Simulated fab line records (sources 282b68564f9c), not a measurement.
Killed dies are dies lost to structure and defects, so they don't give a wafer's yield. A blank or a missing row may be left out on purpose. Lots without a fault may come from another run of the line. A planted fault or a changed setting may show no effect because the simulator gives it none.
A single fault, viewed from 2 desks	flow rit_cmos	numbers are kept per desk, each desk with only its own; the story behind them comes last

## FOR THE TOOL OWNER'S DESK: implanter-03
For each lot that ran on this tool, the mean over its sampled wafers that have a number, from the tool's own readings at RIT_NSD_IMPLANT_08. The brackets show how far a lot's mean lies from the usual mean; more than 4 standard deviations puts the lot out of limits, marked OUT.
Columns: A = beam_energy_keV at RIT_NSD_IMPLANT_08, usual 25.000
lot	first seen here	A
L797	day 4 10:54	24.998
L809	day 6 12:22	24.994
L810	day 6 15:29	25.004
Finding of this desk: none of the 3 lots has anything out of limits.

## AT THE METROLOGY DESK
Lot by lot, what the gauges showed, no matter which tool ran the lot: averages of those sampled wafers that carry a number. The brackets show how far a lot's mean lies from the usual mean; more than 4 standard deviations puts the lot out of limits, marked OUT. It has 11 readings; the 7 that lie furthest out on some lot are the ones shown.
Columns: A = NSD_TW at RIT_NSD_TW_MEAS_10, usual 3109; B = PSD_TW at RIT_PSD_TW_MEAS_10, usual 3414; C = NSD_RS at RIT_SDANNEAL_RS_MEAS_05, usual 84.7 ohm/sq; D = PLDD_RS at RIT_SDANNEAL_RS_MEAS_06, usual 179.0 ohm/sq; E = NLDD_RS at RIT_SDANNEAL_RS_MEAS_07, usual 151.8 ohm/sq; F = SILICIDE_TI_RS at RIT_SILICIDE_RS_MEAS_02, usual 47.7 ohm/sq; G = SILICIDE_TI_THK at RIT_SILICIDE_THK_MEAS_03, usual 30.3 nm
lot	first seen here	A	B	C	D	E	F	G
L797	day 4 09:32	3125	3386	85.0	179.2	152.7	47.7	30.4
L800	day 4 21:19	3092	3398	84.8	179.3	151.5	47.4	30.5
L809	day 6 11:07	3122	3429	84.3	178.4	150.7	47.5	30.2
L810	day 6 14:12	3121	3408	84.9	179.1	152.0	48.7	29.9
L812	day 7 03:07	3141	3422	84.8	179.1	151.8	48.2	29.9
L815	day 7 18:49	3096	3407	85.2	178.9	152.3	47.6	30.3
Finding of this desk: none of the 6 lots has anything out of limits.

## BROUGHT TOGETHER
The desk of the tool owner found nothing out of limits.
Metrology desk: nothing out of limits seen.

## WHAT HAD BEEN PUT IN BY THE SIMULATOR
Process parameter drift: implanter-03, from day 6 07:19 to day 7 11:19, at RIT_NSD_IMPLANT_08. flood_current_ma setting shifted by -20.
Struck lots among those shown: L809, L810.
